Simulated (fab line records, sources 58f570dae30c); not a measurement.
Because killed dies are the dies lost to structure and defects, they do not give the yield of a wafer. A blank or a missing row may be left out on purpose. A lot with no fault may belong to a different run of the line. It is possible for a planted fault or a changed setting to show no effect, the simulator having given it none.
The tool behind it: which one? || flow berkeley_cmos170 || 6 lots with 18 wafers sampled at 4 steps, on a route of 331 steps

## WHAT EACH GAUGE READ, for each wafer
UCB170_V1_THK_MEAS_01.
{"lot": "L980", "measured": "day 9 11:04", "on": "film_metro-01", "V1_TEOS_THK (nm)": "2020 2030 2036"}
{"lot": "L983", "measured": "day 9 13:46", "on": "film_metro-04", "V1_TEOS_THK (nm)": "1967 2021 2029"}
{"lot": "L986", "measured": "day 10 04:46", "on": "film_metro-03", "V1_TEOS_THK (nm)": "1952 1994 2008"}
{"lot": "L988", "measured": "day 10 10:56", "on": "film_metro-03", "V1_TEOS_THK (nm)": "1980 2005 2004"}
{"lot": "L990", "measured": "day 11 00:29", "on": "film_metro-04", "V1_TEOS_THK (nm)": "1699 1992 1997"}
{"lot": "L998", "measured": "day 13 03:21", "on": "film_metro-03", "V1_TEOS_THK (nm)": "1999 1952 1950"}

## WHICH TOOL RAN EACH LOT (tool, then ch and the chambers of the sampled wafers, then the start)
{"lot": "L980", "UCB170_SDANNEAL_RTA_00": "rtp_anneal-02 ch 0, day 9 00:37", "UCB170_CONTACT_ETCH_17": "rie_diel-03 ch 0,1, day 9 06:17", "UCB170_V1_CVD_00": "pecvd-02 ch 0,1,2, day 9 10:58"}
{"lot": "L983", "UCB170_SDANNEAL_RTA_00": "rtp_anneal-02 ch 0, day 9 01:04", "UCB170_CONTACT_ETCH_17": "rie_diel-01 ch 0,3, day 9 08:44", "UCB170_V1_CVD_00": "pecvd-02 ch 0,1,2, day 9 13:33"}
{"lot": "L986", "UCB170_SDANNEAL_RTA_00": "rtp_anneal-01 ch 0, day 9 14:50", "UCB170_CONTACT_ETCH_17": "rie_diel-03 ch 1,2, day 9 23:25", "UCB170_V1_CVD_00": "pecvd-02 ch 0,2, day 10 04:37"}
{"lot": "L988", "UCB170_SDANNEAL_RTA_00": "rtp_anneal-01 ch 0, day 10 01:10", "UCB170_CONTACT_ETCH_17": "rie_diel-04 ch 0,2, day 10 07:04", "UCB170_V1_CVD_00": "pecvd-02 ch 0,1, day 10 10:46"}
{"lot": "L990", "UCB170_SDANNEAL_RTA_00": "rtp_anneal-02 ch 0, day 10 13:16", "UCB170_CONTACT_ETCH_17": "rie_diel-01 ch 0,3, day 10 20:37", "UCB170_V1_CVD_00": "pecvd-02 ch 0,1,2, day 11 00:19"}
{"lot": "L998", "UCB170_SDANNEAL_RTA_00": "rtp_anneal-01 ch 0, day 12 16:27", "UCB170_CONTACT_ETCH_17": "rie_diel-01 ch 1,2,3, day 12 22:55", "UCB170_V1_CVD_00": "pecvd-04 ch 0,1,2, day 13 03:11"}
- UCB170_SDANNEAL_RTA_00: time 10 s.
- UCB170_CONTACT_ETCH_17: etches BARC in N2/H2.
- UCB170_V1_CVD_00: deposits SiO2 from TEOS/O2, target thk 2000 nm, time 250 s.

## THE ANSWER, worked out from the rows above alone
Rule: the lots themselves supply what counts as usual. The widest of any qualifying gaps counts: lots, ordered by their means at a reading, are off when they make up no more than a third of the lots, leave a main group of 4 or more, and stand apart from it by 3 or more times the standard deviation of that group's means. A main group is skipped when, at the precision printed for the reading in the tables above, its means are all equal. Also off: a lot with no number at a reading for which 4 or more lots have one. Where the step has rows for the other lots, those lots are counted as sound.
Off: L990, at UCB170_V1_THK_MEAS_01 (V1_TEOS_THK). For the main group the mean is 1996 nm and the standard deviation 21.
A tool fits if, at a process step before that reading, it ran every lot that is off, and no sound lot after the first of them. The gauges at UCB170_V1_THK_MEAS_01 are tried like those tools. Can't be told from this: 3 tools fit, rtp_anneal-02 at UCB170_SDANNEAL_RTA_00, pecvd-02 at UCB170_V1_CVD_00, film_metro-04 at UCB170_V1_THK_MEAS_01.

## WHAT THE SIMULATOR PUT IN
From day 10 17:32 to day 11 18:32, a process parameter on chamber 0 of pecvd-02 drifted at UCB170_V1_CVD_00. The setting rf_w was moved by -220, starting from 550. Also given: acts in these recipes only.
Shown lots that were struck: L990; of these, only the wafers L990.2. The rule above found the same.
